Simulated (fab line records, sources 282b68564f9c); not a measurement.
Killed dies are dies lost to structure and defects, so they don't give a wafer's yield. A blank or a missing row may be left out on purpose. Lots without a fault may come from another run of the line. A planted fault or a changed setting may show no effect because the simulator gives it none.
fab line records | flow rit_cmos
record lots=6 wafers=18 last_day=7
route steps=202 shown ACTIVE@1 M1@202
lots that met no fault: from a run of the same line without faults
start_h: hours from the record's first day to the start of the lot's first wafer shown | wait_h: hours since the lot's step before | " the same as in the row above | L1.1+2: a row that stands for several wafers | - no value, or no start given | * or withheld: withheld | < > ~ a bound
route shown NAME@n: a module of which the file shows steps, and the number in the route of the first | usual: mean/standard deviation of fault-free wafers | same: alike in all rows | chamber/n: place in a boat | sites: the reading at each site | _std_site: their standard deviation | _edge_site: outer sites' mean less inner sites' | radius_mm: how far each site lies from the wafer's centre | mask NAME#n: copy n | behind: the tool/chamber that last shaped the wafer | hold: why the lot was held/for how many hours/how that ended | device: the transistor (n, p or np) that didn't switch | end of line: the same wafers' tests at the end of the route | a step without rows: its recipe alone | killed: dies lost to structure and defects at the first sort, not the wafer's yield | map: a wafer's dies, x killed, . not, _ none there
set.NAME: the setting as run; set.NAME@STEP: as run at that earlier step | model.NAME: the simulator's own value behind a step, which no gauge read
lots at some steps of the route; a table a step, a row a wafer
## steps
# step RIT_ACTIVE_BOW_MEAS_00
# recipe mode=bow
# usual INCOMING_BOW=0/6
# columns lot.wafer tool chamber start_h wait_h INCOMING_BOW[um]
L480.1 film_metro-03 - 15.00 - 2
L480.4 " - " " -3
L480.6 " - " " 1
L481.1 film_metro-02 - 20.00 - -1
L481.2 " - " " -6
L481.3 " - " " 8
L486.2 film_metro-02 - 45.02 - 9
L486.5 " - " " 1
L486.6 " - " " -8
L490.1 film_metro-01 - 65.00 - 16
L490.3 " - " " -3
L490.5 " - " " 2
L496.2 film_metro-02 - 95.02 - -3
L496.3 " - " " -3
L496.4 " - " " 3
L498.2 film_metro-01 - 105.02 - 15
L498.4 " - " " 0
L498.5 " - " " 9
# step RIT_ACTIVE_OXIDATION_01
# recipe temp_c=1000 ambient=O2 target_thk_a=468 ox_time_s=3360
# step RIT_ACTIVE_THK_MEAS_02
# recipe reads=SiO2_of_ACTIVE_OXIDATION_01
# usual ACTIVE_OXIDE_THK=46.6/0.88
# columns lot.wafer tool chamber start_h wait_h ACTIVE_OXIDE_THK[nm]
L480.1 film_metro-03 - 17.05 0.0 47.3
L480.4 " - " " 46.9
L480.6 " - " " 46.7
L481.1 film_metro-02 - 24.28 0.0 47.3
L481.2 " - " " 47.0
L481.3 " - " " 46.9
L486.2 film_metro-03 - 49.14 0.0 46.0
L486.5 " - " " 46.5
L486.6 " - " " 46.1
L490.1 film_metro-01 - 68.26 0.0 46.7
L490.3 " - " " 46.0
L490.5 " - " " 46.4
L496.2 film_metro-01 - 97.40 0.0 47.8
L496.3 " - " " 48.1
L496.4 " - " " 47.1
L498.2 film_metro-01 - 107.40 0.0 45.6
L498.4 " - " " 45.9
L498.5 " - " " 45.8
# step RIT_ACTIVE_CVD_03
# recipe material=Si3N4 target_thk_nm=150 temp_c=810 precursor=SiH2Cl2/NH3 time_s=1500 pressure_mtorr=300 sih2cl2_flow_sccm=60 nh3_flow_sccm=150
# step RIT_ACTIVE_THK_MEAS_04
# recipe reads=Si3N4_of_ACTIVE_CVD_03
# usual ACTIVE_NITRIDE_THK=150.4/1.4
# columns lot.wafer tool chamber start_h wait_h ACTIVE_NITRIDE_THK[nm]
L480.1 film_metro-03 - 18.54 0.0 149.8
L480.4 " - " " 149.9
L480.6 " - " " 149.9
L481.1 film_metro-03 - 25.76 0.0 153.0
L481.2 " - " " 152.2
L481.3 " - " " 150.9
L486.2 film_metro-02 - 50.62 0.0 147.0
L486.5 " - " " 148.5
L486.6 " - " " 147.5
L490.1 film_metro-03 - 69.74 0.0 151.5
L490.3 " - " " 150.7
L490.5 " - " " 150.5
L496.2 film_metro-01 - 99.58 0.0 150.0
L496.3 " - " " 149.8
L496.4 " - " " 148.7
L498.2 film_metro-02 - 108.88 0.0 149.4
L498.4 " - " " 147.8
L498.5 " - " " 149.5
# step RIT_ACTIVE_HMDS_05
# recipe prime_time_s=60 prime_temp_c=140
# step RIT_ACTIVE_COAT_06
# recipe resist=NOVOLAK spin_rpm=3250 resist_thk_nm=1000
# step RIT_ACTIVE_SOFTBAKE_07
# recipe resist=NOVOLAK temp_c=90 time_s=60
# usual heater_power_total_W=34.56/0.055 resist_line_temp_C=23.00/0.092 run_length_s=89.12/0.13
# columns lot.wafer tool chamber start_h wait_h heater_power_total_W resist_line_temp_C run_length_s
L480.1 litho_track-02 0 18.90 0.1 34.52 23.13 88.95
L480.4 " 0 " " 34.57 23.15 88.96
L480.6 " 0 " " 34.47 22.99 89.00
L481.1 litho_track-01 0 26.12 0.1 34.59 22.80 89.15
L481.2 " 0 " " 34.54 22.94 89.05
L481.3 " 0 " " 34.54 22.88 89.05
L486.2 litho_track-02 0 50.99 0.1 37.52 23.02 74.19
L486.5 " 0 " " 37.51 22.99 74.27
L486.6 " 0 " " 37.56 23.00 74.14
L490.1 litho_track-02 0 70.10 0.1 37.49 23.04 74.41
L490.3 " 0 " " 37.43 22.95 74.22
L490.5 " 0 " " 37.48 22.97 74.17
L496.2 litho_track-01 0 99.96 0.1 34.54 22.88 89.04
L496.3 " 0 " " 34.60 22.99 89.19
L496.4 " 0 " " 34.57 22.98 89.15
L498.2 litho_track-03 0 109.26 0.1 34.55 23.01 89.13
L498.4 " 0 " " 34.61 22.87 89.13
L498.5 " 0 " " 34.62 23.06 89.04
# step RIT_ACTIVE_EXPOSE_08
# recipe mask_id=M1 na=0.6 source_shape=conventional sigma_outer=0.6 target_cd_nm=1400 dose_mj=225
# step RIT_ACTIVE_PEB_09
# recipe resist=NOVOLAK temp_c=withheld time_s=withheld
# step RIT_ACTIVE_DEVELOP_10
# recipe resist=NOVOLAK develop_time_s=50 dev_temp_c=23
# usual resist_line_temp_C=23.00/0.096
# columns lot.wafer tool chamber start_h wait_h resist_line_temp_C model.NOVOLAK_of_ACTIVE_COAT_06.thk_nm
L480.1 litho_track-02 0 - - 22.87 999.1
L480.4 " 0 " " 22.96 1001
L480.6 " 0 " " 22.87 1004
L481.1 litho_track-01 0 - - 22.98 1001
L481.2 " 0 " " 23.01 1002
L481.3 " 0 " " 23.08 1002
L486.2 litho_track-03 0 - - 23.01 1006
L486.5 " 0 " " 22.89 1002
L486.6 " 0 " " 22.99 1002
L490.1 litho_track-01 0 - - 23.01 1004
L490.3 " 0 " " 23.10 1001
L490.5 " 0 " " 22.99 1001
L496.2 litho_track-01 0 - - 23.08 1004
L496.3 " 0 " " 23.04 1003
L496.4 " 0 " " 23.04 1002
L498.2 litho_track-02 0 - - 22.92 998.2
L498.4 " 0 " " 22.97 996.7
L498.5 " 0 " " 23.02 997.8
# step RIT_ACTIVE_CD_MEAS_11
# recipe target_cd_nm=1400
# usual cd_nm=1400.2/2.4
# columns lot.wafer tool chamber start_h wait_h cd_nm
L480.1 cd_sem-01 - 19.63 - 1401.3
L480.4 " - " " 1400.8
L480.6 " - " " 1401.1
L481.1 cd_sem-01 - 26.80 - 1402.4
L481.2 " - " " 1400.5
L481.3 " - " " 1398.5
L486.2 cd_sem-01 - 51.66 - 1402.4
L486.5 " - " " 1400.5
L486.6 " - " " 1399.0
L490.1 cd_sem-02 - 71.13 - 1396.6
L490.3 " - " " 1397.3
L490.5 " - " " 1399.1
L496.2 cd_sem-01 - 100.50 - 1401.9
L496.3 " - " " 1404.7
L496.4 " - " " 1400.8
L498.2 cd_sem-01 - 110.04 - 1399.7
L498.4 " - " " 1400.4
L498.5 " - " " 1401.8
# step RIT_M1_PROBE_99
# usual killed_at_M0_to_M3=0.0/0.083 killed_at_contacts=0.1/0.23 killed_at_front_end=6.7/2.9 killed_dies=6.8/2.9 killed_open=3.5/2.1 killed_short=3.2/1.9
# same gross_dies=264 killed_at_M4_up=0 killed_at_back_side=0 killed_at_other=0
# columns lot.wafer tool chamber start_h wait_h killed_at_M0_to_M3 killed_at_contacts killed_at_front_end killed_dies killed_open killed_short
L480.1 prober-02 - 81.34 0.1 0 0 8 8 4 3
L480.4 prober-02 - 81.49 0.2 0 1 11 12 5 6
L480.6 prober-02 - 81.59 0.2 0 0 12 12 7 4
L481.1 prober-01 - 94.47 0.1 1 0 7 8 7 1
L481.2 prober-01 - 94.52 0.1 0 0 4 4 3 1
L481.3 prober-01 - 94.57 0.2 0 0 3 3 1 2
L486.2 prober-02 - 126.58 0.1 0 1 8 9 3 6
L486.5 prober-02 - 126.73 0.2 0 0 7 7 5 2
L486.6 prober-02 - 126.78 0.2 0 0 10 10 9 1
L490.1 prober-02 - 135.87 0.1 0 0 5 5 5 0
L490.3 prober-02 - 135.97 0.2 0 0 4 4 3 1
L490.5 prober-02 - 136.07 0.2 0 0 4 4 1 3
L496.2 prober-01 - 152.51 0.1 0 0 7 7 2 5
L496.3 prober-01 - 152.56 0.2 0 0 14 14 9 5
L496.4 prober-01 - 152.61 0.2 0 0 3 3 2 1
L498.2 prober-01 - 156.82 0.1 0 0 5 5 3 2
L498.4 prober-01 - 156.92 0.2 0 0 4 4 2 2
L498.5 prober-01 - 156.97 0.2 0 0 10 10 6 4
# killed by level:class
L480.1 GATE:geometric_particle:open=2 REOX:geometric_particle:short=2 FOX2:geometric_particle:open=1 REOX:geometric_particle:open=1 SILICIDE:geometric_particle:short=1 NSD:coat_microbubble_printed=1
L480.4 GATE:geometric_particle:open=3 GATE:geometric_particle:short=3 SILICIDE:geometric_particle:short=2 FOX1:geometric_particle:open=1 SPACER:geometric_particle:short=1 SILICIDE:geometric_particle:open=1 CONTACT:coat_microbubble_printed=1
L480.6 FOX1:geometric_particle:open=3 GATE:geometric_particle:short=3 GATE:geometric_particle:open=3 SILICIDE:geometric_particle:open=1 SILICIDE:geometric_particle:short=1 NSD:coat_microbubble_printed=1
L481.1 GATE:geometric_particle:open=4 REOX:geometric_particle:open=2 SPACER:geometric_particle:open=1 M1:geometric_particle:short=1
L481.2 SPACER:geometric_particle:open=2 GATE:geometric_particle:open=1 REOX:geometric_particle:short=1
L481.3 FOX1:geometric_particle:open=1 REOX:geometric_particle:short=1 SILICIDE:geometric_particle:short=1
L486.2 REOX:geometric_particle:short=3 SPACER:geometric_particle:open=1 REOX:geometric_particle:open=1 SPACER:geometric_particle:short=1 SILICIDE:geometric_particle:open=1 SILICIDE:geometric_particle:short=1 CONTACT:geometric_particle:short=1
L486.5 REOX:geometric_particle:open=4 FOX2:geometric_particle:open=1 SPACER:geometric_particle:short=1 SILICIDE:geometric_particle:short=1
L486.6 SPACER:geometric_particle:open=5 GATE:geometric_particle:open=4 SPACER:geometric_particle:short=1
L490.1 SPACER:geometric_particle:open=3 SILICIDE:geometric_particle:open=2
L490.3 SPACER:geometric_particle:open=3 SILICIDE:geometric_particle:short=1
L490.5 FOX1:geometric_particle:short=1 FOX2:geometric_particle:short=1 SILICIDE:geometric_particle:open=1 SILICIDE:geometric_particle:short=1
L496.2 GATE:geometric_particle:short=2 SPACER:geometric_particle:open=2 SILICIDE:geometric_particle:short=2 REOX:geometric_particle:short=1
L496.3 FOX2:geometric_particle:open=3 GATE:geometric_particle:short=3 GATE:geometric_particle:open=3 FOX1:geometric_particle:short=1 FOX1:geometric_particle:open=1 SPACER:geometric_particle:open=1 SPACER:geometric_particle:short=1 SILICIDE:geometric_particle:open=1
L496.4 GATE:geometric_particle:open=2 GATE:geometric_particle:short=1
L498.2 FOX1:geometric_particle:open=1 FOX2:geometric_particle:open=1 GATE:geometric_particle:short=1 REOX:geometric_particle:short=1 SPACER:geometric_particle:open=1
L498.4 FOX2:geometric_particle:open=1 GATE:geometric_particle:open=1 GATE:geometric_particle:short=1 REOX:geometric_particle:short=1
L498.5 GATE:geometric_particle:open=2 SILICIDE:geometric_particle:short=2 FOX2:geometric_particle:open=1 FOX2:geometric_particle:short=1 REOX:geometric_particle:open=1 GATE:geometric_particle:short=1 SPACER:geometric_particle:open=1 SILICIDE:geometric_particle:open=1
## key
first_sign step=RIT_ACTIVE_SOFTBAKE_07 reading=run_length_s direction=down sigmas=99+ usual=* struck=*
effect step=RIT_ACTIVE_SOFTBAKE_07 reading=heater_power_total_W direction=up sigmas=54 usual=34.56 struck=37.50
model_effect step=RIT_ACTIVE_DEVELOP_10 value=NOVOLAK_of_ACTIVE_COAT_06.thk_nm without=997.2 struck=1003
met_at RIT_ACTIVE_SOFTBAKE_07
struck_wafers L486.2,L486.5,L486.6,L490.1,L490.3,L490.5
tester_left_out L486,L490
onset_between 18.90 50.99
fault kind=process_parameter_drift tool=litho_track-02 chamber=- onset_h=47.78 steps=RIT_ACTIVE_SOFTBAKE_07 channel=time_s offset=* shape=step end_h=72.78 acts_in=* stated=*
# tester_left_out: of these lots the tester's yield and bins aren't shown, on N5 and GAA mostly nor the transistor test; their killed dies are dies lost to structure and defects alone, not to doping, threshold or leakage, so they don't give the yield
